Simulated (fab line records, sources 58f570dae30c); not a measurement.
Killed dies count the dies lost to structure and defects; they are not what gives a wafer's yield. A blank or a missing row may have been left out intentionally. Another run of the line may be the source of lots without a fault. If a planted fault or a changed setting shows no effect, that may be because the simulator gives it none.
fab line records ; flow berkeley_cmos170
record lots=6; wafers=18; last_day=11
route steps=331 shown PWELL@38
lots that met no fault: taken from a fault-free run of the same line
start_h: hours from the record's first day to the start of the lot's first wafer shown ; wait_h: hours elapsed since this lot's preceding step ; " repeats the value in the row above ; L1.1+2: a single row standing in for several wafers ; - no value, or no start given ; * or withheld: withheld ; < > ~ a bound
route shown NAME@n: a module of which the file shows steps, and the number in the route of the first ; usual: mean and standard deviation over wafers with no fault ; same: alike in all rows ; chamber/n: place in a boat ; sites: the reading at each site ; _std_site: their standard deviation ; _edge_site: the outer-site mean with the inner-site mean subtracted ; radius_mm: how far each site lies from the wafer's centre ; mask NAME#n: copy n ; behind: the tool/chamber that last shaped the wafer ; hold: why the lot was held/for how many hours/how that ended ; device: which transistor (n, p or np) failed to switch ; end of line: the same wafers' tests at the end of the route ; where a step has no rows: the recipe by itself ; killed: dies that structure and defects cost at the first sort, which is not the same as the wafer's yield ; map: per-die view of a wafer (x killed, . not killed, _ where there is no die)
set.NAME: the run value of the setting; set.NAME@STEP: its run value at that earlier step ; model.NAME: the simulator's own value behind a step, which no gauge read
certain route steps with their lots: each step a table, each wafer a row
services: a tool's chamber out of use, with start hour (start_h, from the record's first day; less than 0 if before it), hours out, and reason
## steps
# step UCB170_PWELL_ANNEAL_04
# recipe temp_c=1000; time_s=900; ambient=N2
# step UCB170_PWELL_CVD_05
# recipe material=Si3N4; target_thk_nm=220; temp_c=800; precursor=SiH2Cl2/NH3; time_s=3300; pressure_mtorr=200; sih2cl2_flow_sccm=25; nh3_flow_sccm=75
# step UCB170_PWELL_THK_MEAS_06
# recipe reads=Si3N4_of_PWELL_CVD_05
# usual PWELL_NITRIDE_THK=220.1/2.1
lot.wafer;tool;chamber;start_h;wait_h;PWELL_NITRIDE_THK[nm]
L139.1;film_metro-03;-;85.07;0.0;217.1
L139.4;film_metro-03;-;85.07;0.0;220.5
L139.6;film_metro-03;-;85.07;0.0;216.9
L140.1;film_metro-03;-;98.62;0.0;220.8
L140.2;film_metro-03;-;98.62;0.0;222.0
L140.3;film_metro-03;-;98.62;0.0;220.2
L147.3;film_metro-02;-;138.65;0.0;220.9
L147.4;film_metro-02;-;138.65;0.0;220.4
L147.6;film_metro-02;-;138.65;0.0;219.2
L150.1;film_metro-03;-;138.66;0.0;220.5
L150.5;film_metro-03;-;138.66;0.0;218.6
L150.6;film_metro-03;-;138.66;0.0;219.8
L149.2;film_metro-02;-;138.70;0.1;220.8
L149.4;film_metro-02;-;138.70;0.1;216.6
L149.6;film_metro-02;-;138.70;0.1;218.9
L155.3;film_metro-04;-;164.89;0.0;218.2
L155.5;film_metro-04;-;164.89;0.0;219.5
L155.6;film_metro-04;-;164.89;0.0;218.7
# step UCB170_PWELL_HMDS_07
# recipe prime_time_s=60; prime_temp_c=100
# step UCB170_PWELL_COAT_08
# recipe resist=KrF; spin_rpm=1500; resist_thk_nm=900
# step UCB170_PWELL_SOFTBAKE_09
# recipe resist=KrF; temp_c=130; time_s=60
# step UCB170_PWELL_EXPOSE_10
# recipe mask_id=PWELL; target_cd_nm=3000; na=0.5; sigma_outer=0.6; source_shape=conventional; dose_mj=19
# step UCB170_PWELL_PEB_11
# recipe peb_temp_c=130; peb_time_s=withheld; resist=KrF
# step UCB170_PWELL_DEVELOP_12
# recipe developer=TMAH; develop_time_s=45; resist=KrF; dev_temp_c=21
# step UCB170_PWELL_OVL_MEAS_13
# usual PWELL_OVL=-6/5.7
lot.wafer;tool;chamber;start_h;wait_h;PWELL_OVL[nm]
L139.1;overlay-02;-;86.10;-;-3
L139.4;overlay-02;-;86.10;-;-8
L139.6;overlay-02;-;86.10;-;-9
L140.1;overlay-01;-;99.64;-;-15
L140.2;overlay-01;-;99.64;-;3
L140.3;overlay-01;-;99.64;-;-10
L147.3;overlay-02;-;139.76;-;3
L147.4;overlay-02;-;139.76;-;-4
L147.6;overlay-02;-;139.76;-;-1
L150.1;overlay-01;-;139.99;-;-12
L150.5;overlay-01;-;139.99;-;-12
L150.6;overlay-01;-;139.99;-;-18
L149.2;overlay-02;-;140.23;-;-10
L149.4;overlay-02;-;140.23;-;-10
L149.6;overlay-02;-;140.23;-;-7
L155.3;overlay-01;-;165.94;-;-2
L155.5;overlay-01;-;165.94;-;-3
L155.6;overlay-01;-;165.94;-;-1
# step UCB170_PWELL_ETCH_14
# recipe chemistry=CH3F/Ar/O2; target=Si3N4; stop_on=SiO2; CH3F_flow_sccm=20; Ar_flow_sccm=50; O2_flow_sccm=7; pressure_mtorr=50; rf_w=450; target_depth_a=2420; over_etch_frac=0.1; time_s=151
# usual O2_flow_sccm=6.999/0.022; drypump_motor_current_A=5.9/0.42; oes_product_au=0.935/0.017; throttle_valve_pct=8.10/0.13
lot.wafer;tool;chamber;start_h;wait_h;O2_flow_sccm;drypump_motor_current_A;oes_product_au;rf_hours_counter_h;throttle_valve_pct
L139.1;rie_diel-02;2;86.13;0.0;6.991;6.4;0.913;7;8.26
L139.4;rie_diel-02;3;86.13;0.0;7.046;5.5;0.936;29;8.29
L139.6;rie_diel-02;2;86.13;0.0;7.007;6.4;0.918;-;8.28
L140.1;rie_diel-04;3;99.68;0.0;6.997;5.2;0.951;11;7.89
L140.2;rie_diel-04;1;99.68;0.0;7.033;6.3;0.941;16;8.13
L140.3;rie_diel-04;0;99.68;0.0;7.001;6.0;0.924;14;8.08
L147.3;rie_diel-03;0;139.78;0.0;6.979;6.5;0.928;154;7.88
L147.4;rie_diel-03;0;139.78;0.0;6.976;6.5;0.928;-;7.88
L147.6;rie_diel-03;3;139.78;0.0;7.006;5.6;0.953;-;8.20
L150.1;rie_diel-04;3;140.02;0.0;6.972;5.3;0.941;13;7.88
L150.5;rie_diel-04;2;140.02;0.0;6.994;6.2;0.944;-;8.10
L150.6;rie_diel-04;3;140.02;0.0;6.992;5.3;0.941;-;7.89
L149.2;rie_diel-02;2;140.26;0.0;7.016;6.4;0.921;10;8.26
L149.4;rie_diel-02;0;140.26;0.0;7.032;6.0;0.909;109;8.04
L149.6;rie_diel-02;1;140.26;0.0;7.032;5.8;0.936;-;8.17
L155.3;rie_diel-02;2;165.97;0.0;6.985;6.4;0.908;11;8.28
L155.5;rie_diel-02;2;165.97;0.0;7.019;6.4;0.916;-;8.28
L155.6;rie_diel-02;1;165.97;0.0;6.981;5.9;0.933;-;8.20
# step UCB170_PWELL_IMPLANT_15
# recipe species=B; dose_cm2=5e+12; energy_kev=60; tilt_deg=7
# step UCB170_PWELL_STRIP_16
# recipe chemistry=O2; power_w=400; pressure_mtorr=3500; platen_temp_c=withheld; o2_flow_sccm=400; overash_fraction=0.5
# usual chamber_pressure_mTorr=3500.3/2.8; drypump_motor_current_A=5.8/0.39; o2_flow_sccm=399.9/1.1; oes_product_au=0.721/0.0046; strip_time_to_endpoint_s=18.13/0.088
lot.wafer;tool;chamber;start_h;wait_h;chamber_pressure_mTorr;drypump_motor_current_A;o2_flow_sccm;oes_product_au;rf_hours_counter_h;strip_time_to_endpoint_s;model.KrF_of_PWELL_COAT_08.thk_nm
L139.1;plasma_asher-04;0;86.38;0.1;-;-;-;-;-;-;727.2
L139.4;plasma_asher-04;1;86.38;0.1;-;-;-;-;-;-;719.2
L139.6;plasma_asher-04;1;86.38;0.1;-;-;-;-;-;-;726.1
L140.1;plasma_asher-01;0;99.93;0.1;-;-;-;-;-;-;729.1
L140.2;plasma_asher-01;1;99.93;0.1;-;-;-;-;-;-;730.6
L140.3;plasma_asher-01;1;99.93;0.1;-;-;-;-;-;-;730.2
L147.3;plasma_asher-04;1;140.06;0.1;3497.8;6.5;401.3;0.719;-;18.11;0
L147.4;plasma_asher-04;0;140.06;0.1;3502.7;5.9;400.5;0.722;-;18.09;0
L147.6;plasma_asher-04;0;140.06;0.1;3500.5;5.9;402.0;0.729;-;18.24;0
L150.1;plasma_asher-03;0;140.27;0.1;3496.6;5.5;399.9;0.724;36;18.15;0
L150.5;plasma_asher-03;1;140.27;0.1;3502.4;5.7;400.3;0.721;-;18.18;0
L150.6;plasma_asher-03;0;140.27;0.1;3501.0;5.5;401.5;0.718;-;18.11;0
L149.2;plasma_asher-01;1;140.51;0.1;3498.3;5.5;398.3;0.720;3;18.16;0
L149.4;plasma_asher-01;1;140.51;0.1;3504.0;5.5;397.2;0.716;-;18.14;0
L149.6;plasma_asher-01;0;140.51;0.1;3499.2;5.4;399.6;0.725;-;18.17;0
L155.3;plasma_asher-04;0;166.25;0.1;3498.2;5.9;401.3;0.727;-;18.25;0
L155.5;plasma_asher-04;1;166.25;0.1;3501.2;6.6;399.9;0.721;-;18.24;0
L155.6;plasma_asher-04;0;166.25;0.1;3501.1;5.9;399.6;0.718;-;18.15;0
# step UCB170_PWELL_TW_MEAS_17
# usual PWELL_TW=380.9/1.8
lot.wafer;tool;chamber;start_h;wait_h;PWELL_TW
L139.1;film_metro-03;-;86.48;0.1;382.0
L139.4;film_metro-03;-;86.48;0.1;383.6
L139.6;film_metro-03;-;86.48;0.1;381.8
L140.1;film_metro-03;-;100.03;0.1;380.4
L140.2;film_metro-03;-;100.03;0.1;381.9
L140.3;film_metro-03;-;100.03;0.1;381.7
L147.3;film_metro-03;-;140.29;0.2;378.8
L147.4;film_metro-03;-;140.29;0.2;381.3
L147.6;film_metro-03;-;140.29;0.2;380.8
L150.1;film_metro-03;-;140.51;0.2;380.9
L150.5;film_metro-03;-;140.51;0.2;381.0
L150.6;film_metro-03;-;140.51;0.2;379.8
L149.2;film_metro-02;-;140.62;0.1;381.4
L149.4;film_metro-02;-;140.62;0.1;382.6
L149.6;film_metro-02;-;140.62;0.1;384.1
L155.3;film_metro-04;-;166.34;0.1;376.6
L155.5;film_metro-04;-;166.34;0.1;378.0
L155.6;film_metro-04;-;166.34;0.1;377.0
## services
tool;chamber;start_h;hours;kind
rie_diel-03;3;87.52;-;clean
rie_diel-03;3;87.52;18.1;scheduled_down
rie_diel-03;3;87.52;18.1;vent_cycle
plasma_asher-04;-;88.25;4.6;repair
plasma_asher-03;-;94.27;2.8;pm
rie_diel-04;3;100.92;19.7;repair
plasma_asher-03;-;104.85;0.5;repair
plasma_asher-01;-;108.75;9.0;pm
plasma_asher-01;0;108.75;9.0;vent_cycle
plasma_asher-01;1;108.75;9.0;vent_cycle
plasma_asher-01;0;117.75;-;clean
plasma_asher-01;1;117.75;-;clean
rie_diel-03;-;121.18;2.8;pm
rie_diel-03;2;131.15;10.1;repair
rie_diel-03;0;164.36;-;clean
rie_diel-03;0;164.36;23.3;scheduled_down
rie_diel-03;0;164.36;23.3;vent_cycle
## key
first_sign step=UCB170_PWELL_STRIP_16; reading=tool_record; direction=missing
effect none on later readings
model_effect step=UCB170_PWELL_STRIP_16; value=KrF_of_PWELL_COAT_08.thk_nm; without=0; struck=727.1
met_at UCB170_PWELL_STRIP_16
struck_wafers L139.1,L139.4,L139.6,L140.1,L140.2,L140.3
later_rows_left_out L139.1,L139.4,L139.6,L140.1,L140.2,L140.3
sort_left_out L139.1,L139.4,L139.6,L140.1,L140.2,L140.3
tester_left_out L139,L140
fault kind=skipped_step_whole; tool=plasma_asher-01,plasma_asher-04; chamber=-; onset_h=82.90; steps=UCB170_PWELL_STRIP_16; scope=struck_lots_only
# tester_left_out: of these lots the tester's yield and bins aren't shown, on N5 and GAA mostly nor the transistor test; their killed dies are dies lost to structure and defects alone, not to doping, threshold or leakage, so they don't give the yield
# sort_left_out: the simulated sort isn't trusted on such a fault, so these wafers' sort isn't shown, and their yield isn't known
# later_rows_left_out: the simulator's readings of these wafers behind a module that went badly wrong aren't trusted and aren't shown, but for the sort
